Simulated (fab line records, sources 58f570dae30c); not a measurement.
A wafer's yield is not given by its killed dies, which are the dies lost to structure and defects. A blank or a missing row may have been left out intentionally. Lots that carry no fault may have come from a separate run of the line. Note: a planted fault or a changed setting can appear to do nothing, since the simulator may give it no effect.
fab line records	flow berkeley-cmos170
[record] lots = 5	wafers = 15	last-day = 12
route steps=331 shown ZERO@12 NWELL@14
lots untouched by any fault: they come from a run of this same line in which no faults occurred
start-h: hours from the record's opening day to when the first of the lot's shown wafers began	wait-h: hours elapsed since this lot's preceding step	" unchanged from the row above	L1.1+2: a row that stands for several wafers	- no value, or no start given	* or withheld: withheld	< > ~ a bound
route shown NAME@n: names a module that has steps shown in the file, with the first one's number in the route	usual: average and standard deviation across the fault-free wafers	same: alike in all rows	chamber/n: place in a boat	sites: the reading at each site	_std_site: the standard deviation of these	_edge_site: inner sites' mean taken away from outer sites' mean	radius-mm: how far each site lies from the wafer's centre	mask NAME#n: copy n	behind: the most recent tool/chamber to have shaped the wafer	hold: cause of the lot's hold/its duration in hours/its outcome	device: transistor that didn't switch, given as n, p or np	end of line: the route-end tests of the same wafers	a step given without rows: its recipe and nothing more	killed: the dies lost at the first sort to structure and to defects; this is not the yield of the wafer	map: the dies of a wafer, with x for killed, . for not killed, _ for no die there
set.NAME: setting as actually run; set.NAME@STEP: the setting as run at that earlier step	model.NAME: the simulator's own value behind a step, which no gauge read
lots seen at some steps along the route; tables by step, rows by wafer
services: the hour from which a tool's chamber was out of use, counted from the record's first day as start-h (under 0 if before that day), plus the number of hours and why
[[steps]]
[step UCB170_ZERO_ETCH_06]
[recipe] chemistry = CHF3/CF4/Ar	target = SiO2	time-s = 12	pressure-mtorr = 100	rf-w = 500	CHF3_flow_sccm = 50	cf4-flow-sccm = 10	Ar_flow_sccm = 120	over-etch-frac = 1.58
[usual] drypump-motor-current-A = 5.94/0.26	oes-product-au = 0.616/0.0091	throttle-valve-pct = 9.26/0.14
lot.wafer	tool	chamber	start-h	wait-h	drypump-motor-current-A	oes-product-au	rf-hours-counter-h	throttle-valve-pct
L076.1	rie-diel-01	1	30.73	-	6.36	0.627	3	9.31
L076.4	"	2	"	"	5.99	0.614	50	9.10
L076.5	"	0	"	"	5.51	0.612	-	9.45
L080.3	rie-diel-04	3	54.96	-	5.43	0.611	10	9.24
L080.5	"	3	"	"	5.43	0.598	-	9.24
L080.6	"	2	"	"	6.04	0.616	-	9.46
L081.1	rie-diel-02	1	55.47	-	5.84	0.630	164	9.21
L081.2	"	0	"	"	5.75	0.615	54	9.01
L081.4	"	3	"	"	5.99	0.610	77	9.16
L090.1	rie-diel-01	3	101.15	-	5.89	0.632	58	9.25
L090.3	"	0	"	"	5.52	0.612	69	9.46
L090.6	"	0	"	"	5.53	0.608	-	9.44
L093.1	rie-diel-02	3	118.87	-	6.00	0.612	82	9.16
L093.2	"	0	"	"	5.74	0.621	59	9.01
L093.5	"	0	"	"	5.78	0.627	-	9.01
[step UCB170_ZERO_STRIP_07]
[recipe] chemistry = O2	power-w = 400	pressure-mtorr = 3500	platen-temp-c = withheld	o2-flow-sccm = 390.5	overash-fraction = 0.5
[usual] drypump-motor-current-A = 5.87/0.28	oes-product-au = 0.726/0.0044	strip-time-to-endpoint-s = 21.56/0.067
lot.wafer	tool	chamber	start-h	wait-h	drypump-motor-current-A	oes-product-au	rf-hours-counter-h	strip-time-to-endpoint-s
L076.1	plasma-asher-01	0	30.75	0.0	5.47	0.733	32	21.66
L076.4	"	0	"	"	5.46	0.722	-	21.59
L076.5	"	1	"	"	6.21	0.724	-	21.62
L080.3	plasma-asher-01	0	55.02	0.0	5.45	0.734	-	21.54
L080.5	"	1	"	"	6.21	0.724	-	21.63
L080.6	"	0	"	"	5.44	0.725	-	21.59
L081.1	plasma-asher-02	0	55.49	0.0	6.18	0.725	31	21.59
L081.2	"	1	"	"	5.63	0.723	31	21.58
L081.4	"	0	"	"	6.15	0.725	-	21.57
L090.1	plasma-asher-02	0	101.17	0.0	6.18	0.722	37	21.58
L090.3	"	0	"	"	6.21	0.727	-	21.65
L090.6	"	0	"	"	6.23	0.725	-	21.59
L093.1	plasma-asher-01	1	118.90	0.0	6.23	0.733	0	21.33
L093.2	"	0	"	"	5.46	0.723	0	21.41
L093.5	"	1	"	"	6.21	0.733	-	21.50
[step UCB170_NWELL_WET_ETCH_00]
[recipe] chemistry = dHF	dilution = 25:1	target = SiO2	temp-c = 25	time-s = 200
lot.wafer	tool	chamber	start-h	wait-h
L076.1+4+5	wet-bench-01	1	31.92	1.1
L080.3+5+6	wet-bench-04	3	55.16	0.1
L081.1+2+4	wet-bench-01	3	58.51	3.0
L090.1+3+6	wet-bench-04	0	101.27	0.1
L093.1+2+5	wet-bench-01	1	119.00	0.1
[step UCB170_NWELL_OXIDATION_01]
[recipe] temp-c = 1000	ambient = O2	target-thk-a = 264	ox-time-s = 1260
[usual] ox-temp-c = 1000.0/0.45
lot.wafer	tool	chamber	start-h	wait-h	ox-temp-c
L076.1	furnace-04	0	36.00	4.0	1000.0
L076.4	"	0	"	"	1000.2
L076.5	"	0	"	"	1000.0
L080.3	furnace-04	0	59.33	4.1	1000.0
L080.5	"	0	"	"	1000.7
L080.6	"	0	"	"	1000.1
L081.1	furnace-04	0	59.33	0.8	1000.3
L081.2	"	0	"	"	999.6
L081.4	"	0	"	"	1000.1
L090.1	furnace-01	0	101.69	0.4	999.9
L090.3	"	0	"	"	1000.8
L090.6	"	0	"	"	1000.5
L093.1	furnace-01	0	121.98	2.9	999.9
L093.2	"	0	"	"	1000.0
L093.5	"	0	"	"	999.5
[step UCB170_NWELL_THK_MEAS_02]
[recipe] reads = SiO2_of_NWELL_OXIDATION_01
[usual] NWELL_OXIDE_THK = 26.6/0.47
lot.wafer	tool	chamber	start-h	wait-h	NWELL_OXIDE_THK[nm]
L076.1	film-metro-02	-	37.35	0.0	26.6
L076.4	"	-	"	"	26.6
L076.5	"	-	"	"	26.2
L081.1	film-metro-01	-	60.68	0.0	26.8
L081.2	"	-	"	"	27.0
L081.4	"	-	"	"	26.6
L080.3	film-metro-04	-	60.70	0.0	27.1
L080.5	"	-	"	"	26.9
L080.6	"	-	"	"	27.3
L090.1	film-metro-04	-	103.04	0.0	26.7
L090.3	"	-	"	"	26.7
L090.6	"	-	"	"	26.4
L093.1	film-metro-01	-	123.33	0.0	26.6
L093.2	"	-	"	"	26.8
L093.5	"	-	"	"	26.8
[step UCB170_NWELL_ANNEAL_03]
[recipe] temp-c = 1000	time-s = 900	ambient = N2
lot.wafer	tool	chamber	start-h	wait-h
L076.1+4+5	furnace-01	0	41.51	4.2
L080.3+5+6	furnace-04	0	63.85	3.1
L081.1+2+4	furnace-04	0	63.85	3.2
L090.1+3+6	furnace-04	0	107.85	4.8
L093.1+2+5	furnace-04	0	126.90	3.6
[step UCB170_NWELL_CVD_04]
[recipe] material = Si3N4	target-thk-nm = 224	temp-c = 800	precursor = SiH2Cl2/NH3	time-s = 3360	pressure-mtorr = 200	sih2cl2-flow-sccm = 25	nh3-flow-sccm = 75
lot.wafer	tool	chamber	start-h	wait-h
L076.1+4+5	lpcvd-02	0	42.76	0.0
L080.3+5+6	lpcvd-01	0	67.33	2.2
L081.1+2+4	lpcvd-01	1	67.33	2.2
L090.1+3+6	lpcvd-02	1	109.71	0.6
L093.1+2+5	lpcvd-02	0	129.91	1.8
[step UCB170_NWELL_THK_MEAS_05]
[recipe] reads = Si3N4_of_NWELL_CVD_04
[usual] NWELL_NITRIDE_THK = 223.4/2.4
lot.wafer	tool	chamber	start-h	wait-h	NWELL_NITRIDE_THK[nm]
L076.1	film-metro-01	-	44.69	0.0	223.7
L076.4	"	-	"	"	222.5
L076.5	"	-	"	"	224.6
L080.3	film-metro-04	-	70.25	0.0	228.0
L080.5	"	-	"	"	226.9
L080.6	"	-	"	"	228.7
L081.1	film-metro-04	-	70.29	0.1	226.2
L081.2	"	-	"	"	225.1
L081.4	"	-	"	"	227.8
L090.1	film-metro-04	-	111.64	0.0	221.6
L090.3	"	-	"	"	220.4
L090.6	"	-	"	"	223.0
L093.1	film-metro-02	-	131.85	0.0	220.5
L093.2	"	-	"	"	223.3
L093.5	"	-	"	"	223.3
[step UCB170_NWELL_HMDS_06]
[recipe] prime-time-s = 60	prime-temp-c = 100
lot.wafer	tool	chamber	start-h	wait-h
L076.1+4+5	litho-track-01	0	44.85	0.1
L080.3+5+6	litho-track-03	0	70.34	0.1
L081.1+2+4	litho-track-02	0	70.59	0.3
L090.1+3+6	litho-track-02	0	111.70	0.1
L093.1+2+5	litho-track-03	0	132.14	0.3
[step UCB170_NWELL_COAT_07]
[recipe] resist = KrF	spin-rpm = 1500	resist-thk-nm = 900
[usual] spin-speed-rpm = 1500.2/0.96
lot.wafer	tool	chamber	start-h	wait-h	spin-speed-rpm
L076.1	litho-track-01	0	45.00	0.1	1500.7
L076.4	"	0	"	"	1499.9
L076.5	"	0	"	"	1502.1
L080.3	litho-track-03	0	70.49	0.1	1499.8
L080.5	"	0	"	"	1500.9
L080.6	"	0	"	"	1500.1
L081.1	litho-track-02	0	70.74	0.1	1500.5
L081.2	"	0	"	"	1501.8
L081.4	"	0	"	"	1500.8
L090.1	litho-track-02	0	111.85	0.1	1500.7
L090.3	"	0	"	"	1500.7
L090.6	"	0	"	"	1500.8
L093.1	litho-track-03	0	132.29	0.1	1502.0
L093.2	"	0	"	"	1501.0
L093.5	"	0	"	"	1499.9
[step UCB170_NWELL_SOFTBAKE_08]
[recipe] resist = KrF	temp-c = 130	time-s = 60
lot.wafer	tool	chamber	start-h	wait-h
L076.1+4+5	litho-track-01	0	45.15	0.1
L080.3+5+6	litho-track-03	0	70.64	0.1
L081.1+2+4	litho-track-02	0	70.89	0.1
L090.1+3+6	litho-track-02	0	112.00	0.1
L093.1+2+5	litho-track-03	0	132.44	0.1
[step UCB170_NWELL_EXPOSE_09]
[recipe] mask-id = NWELL	target-cd-nm = 3000	na = 0.5	sigma-outer = 0.6	source-shape = conventional	dose-mj = 25
lot.wafer	tool	chamber	start-h	wait-h	mask
L076.1+4+5	krf-scanner-02	0	45.57	0.4	NWELL#0
L080.3+5+6	krf-scanner-01	0	70.78	0.1	NWELL#0
L081.1+2+4	krf-scanner-02	0	71.20	0.3	NWELL#0
L090.1+3+6	krf-scanner-01	0	112.15	0.1	NWELL#0
L093.1+2+5	krf-scanner-02	0	132.82	0.4	NWELL#0
[step UCB170_NWELL_PEB_10]
[recipe] peb-temp-c = 130	peb-time-s = withheld	resist = KrF
lot.wafer	tool	chamber	start-h	wait-h
L076.1+4+5	litho-track-02	0	45.93	0.3
L080.3+5+6	litho-track-01	0	71.37	0.6
L081.1+2+4	litho-track-01	0	71.59	0.4
L090.1+3+6	litho-track-01	0	112.60	0.4
L093.1+2+5	litho-track-02	0	133.18	0.3
[step UCB170_NWELL_DEVELOP_11]
[recipe] developer = TMAH	develop-time-s = 45	resist = KrF	dev-temp-c = 21
lot.wafer	tool	chamber	start-h	wait-h
L076.1+4+5	litho-track-02	0	-	-
L080.3+5+6	litho-track-01	0	-	-
L081.1+2+4	litho-track-01	0	-	-
L090.1+3+6	litho-track-01	0	-	-
L093.1+2+5	litho-track-02	0	-	-
[step UCB170_NWELL_OVL_MEAS_12]
[usual] NWELL_OVL = -1/5.4
lot.wafer	tool	chamber	start-h	wait-h	NWELL_OVL[nm]
L076.1	overlay-02	-	46.20	-	-7
L076.4	"	-	"	"	-9
L076.5	"	-	"	"	-8
L080.3	overlay-01	-	71.60	-	10
L080.5	"	-	"	"	14
L080.6	"	-	"	"	9
L081.1	overlay-01	-	71.87	-	-2
L081.2	"	-	"	"	1
L081.4	"	-	"	"	0
L090.1	overlay-02	-	112.88	-	4
L090.3	"	-	"	"	11
L090.6	"	-	"	"	5
L093.1	overlay-01	-	133.47	-	7
L093.2	"	-	"	"	2
L093.5	"	-	"	"	1
[step UCB170_NWELL_ETCH_13]
[recipe] chemistry = CH3F/Ar/O2	target = Si3N4	stop-on = SiO2	CH3F_flow_sccm = 20	Ar_flow_sccm = 50	O2_flow_sccm = 7	pressure-mtorr = 50	rf-w = 450	target-depth-a = 2464	over-etch-frac = 0.1	time-s = 154
[usual] drypump-motor-current-A = 5.6/0.42	oes-product-au = 0.942/0.015	throttle-valve-pct = 8.06/0.15
lot.wafer	tool	chamber	start-h	wait-h	drypump-motor-current-A	oes-product-au	rf-hours-counter-h	throttle-valve-pct
L076.1	rie-diel-02	2	46.24	0.0	6.0	0.944	117	8.30
L076.4	"	3	"	"	6.0	0.913	77	7.97
L076.5	"	1	"	"	5.9	0.958	-	8.03
L080.3	rie-diel-02	0	71.63	0.0	5.7	0.955	55	7.86
L080.5	"	0	"	"	5.8	0.943	-	7.83
L080.6	"	1	"	"	5.8	0.969	-	8.03
L081.1	rie-diel-03	0	71.90	0.0	4.7	0.965	134	7.96
L081.2	"	1	"	"	5.5	0.951	24	7.98
L081.4	"	0	"	"	4.8	0.965	-	7.95
L090.1	rie-diel-04	2	112.91	0.0	6.0	0.931	125	8.27
L090.3	"	3	"	"	5.4	0.926	12	8.06
L090.6	"	3	"	"	5.4	0.929	-	8.07
L093.1	rie-diel-03	0	133.50	0.0	4.7	0.956	138	7.97
L093.2	"	1	"	"	5.6	0.940	28	8.01
L093.5	"	1	"	"	5.5	0.938	-	7.99
[step UCB170_NWELL_IMPLANT_14]
[recipe] species = P	dose-cm2 = 1e+13	energy-kev = 150	tilt-deg = 7
lot.wafer	tool	chamber	start-h	wait-h
L076.1+4+5	implanter-01	0	46.34	0.1
L080.3+5+6	implanter-03	0	71.78	0.1
L081.1+2+4	implanter-04	0	72.05	0.1
L090.1+3+6	implanter-03	0	113.02	0.1
L093.1+2+5	implanter-04	0	133.61	0.1
[step UCB170_NWELL_STRIP_15]
[recipe] chemistry = O2	power-w = 400	pressure-mtorr = 3500	platen-temp-c = withheld	o2-flow-sccm = 400	overash-fraction = 0.5
[usual] drypump-motor-current-A = 5.8/0.32	oes-product-au = 0.721/0.005	strip-time-to-endpoint-s = 18.00/0.094
lot.wafer	tool	chamber	start-h	wait-h	drypump-motor-current-A	oes-product-au	rf-hours-counter-h	strip-time-to-endpoint-s
L076.1	plasma-asher-01	0	46.49	0.1	5.4	0.722	34	17.89
L076.4	"	0	"	"	5.5	0.724	-	17.91
L076.5	"	0	"	"	5.4	0.724	-	18.01
L080.3	plasma-asher-02	1	71.91	0.1	5.6	0.721	-	18.16
L080.5	"	1	"	"	5.7	0.723	-	18.05
L080.6	"	0	"	"	6.2	0.721	-	18.02
L081.1	plasma-asher-01	1	72.20	0.1	6.2	0.722	37	18.01
L081.2	"	0	"	"	5.5	0.714	37	17.90
L081.4	"	1	"	"	6.2	0.728	-	18.10
L090.1	plasma-asher-04	0	113.17	0.1	5.5	0.720	27	18.03
L090.3	"	1	"	"	5.9	0.723	-	17.99
L090.6	"	0	"	"	5.5	0.726	-	18.08
L093.1	plasma-asher-02	0	133.76	0.1	6.2	0.723	41	17.88
L093.2	"	1	"	"	5.7	0.721	41	17.70
L093.5	"	1	"	"	5.7	0.714	-	17.72
[step UCB170_NWELL_TW_MEAS_16]
[usual] NWELL_TW = 1255/5.3
lot.wafer	tool	chamber	start-h	wait-h	NWELL_TW
L076.1	film-metro-04	-	46.59	0.1	1254
L076.4	"	-	"	"	1251
L076.5	"	-	"	"	1251
L080.3	film-metro-02	-	72.00	0.1	1254
L080.5	"	-	"	"	1253
L080.6	"	-	"	"	1252
L081.1	film-metro-04	-	72.30	0.1	1255
L081.2	"	-	"	"	1257
L081.4	"	-	"	"	1257
L090.1	film-metro-04	-	113.27	0.1	1246
L090.3	"	-	"	"	1250
L090.6	"	-	"	"	1242
L093.1	film-metro-01	-	133.86	0.1	1265
L093.2	"	-	"	"	1252
L093.5	"	-	"	"	1255
[step UCB170_NWELL_CLEAN_17]
[recipe] chemistry = SPM	temp-c = 120	time-s = 600
[usual] bath-guard-temp-C = 119.9/0.48
lot.wafer	tool	chamber	start-h	wait-h	bath-guard-temp-C
L076.1	wet-bench-01	1	46.65	0.1	120.4
L076.4	"	1	"	"	120.5
L076.5	"	1	"	"	120.3
L080.3	wet-bench-04	3	72.04	0.0	119.3
L080.5	"	3	"	"	118.9
L080.6	"	3	"	"	119.4
L081.1	wet-bench-02	1	72.36	0.1	119.9
L081.2	"	1	"	"	119.8
L081.4	"	1	"	"	119.3
L090.1	wet-bench-01	1	113.33	0.1	120.9
L090.3	"	1	"	"	120.5
L090.6	"	1	"	"	120.5
L093.1	wet-bench-04	1	136.02	2.2	119.1
L093.2	"	1	"	"	119.7
L093.5	"	1	"	"	119.2
[[services]]
tool	chamber	start-h	hours	kind
rie-diel-04	-	7.28	2.8	pm
krf-scanner-02	-	9.47	4.0	pm
rie-diel-01	0	10.43	10.0	repair
implanter-04	-	12.93	3.0	pm
furnace-04	-	15.01	5.4	pm
rie-diel-02	-	25.31	0.3	repair
krf-scanner-01	-	28.09	12.8	repair
implanter-04	-	30.25	1.3	repair
lpcvd-01	-	33.33	2.7	repair
rie-diel-03	3	37.62	90.6	repair
rie-diel-03	2	62.80	12.0	repair
krf-scanner-01	-	67.97	0.8	pm
rie-diel-04	3	68.25	2.9	repair
krf-scanner-01	-	71.02	6.6	repair
rie-diel-03	-	77.58	0.3	repair
krf-scanner-01	-	83.43	4.0	pm
rie-diel-02	1	84.31	27.8	repair
implanter-03	-	100.41	1.3	repair
krf-scanner-02	-	105.39	1.3	pm
plasma-asher-01	-	108.75	9.0	pm
rie-diel-02	-	124.01	2.8	pm
krf-scanner-02	-	124.94	1.0	pm
rie-diel-02	2	127.48	1.6	repair
plasma-asher-01	-	131.99	2.8	pm
[[key]]
fault none
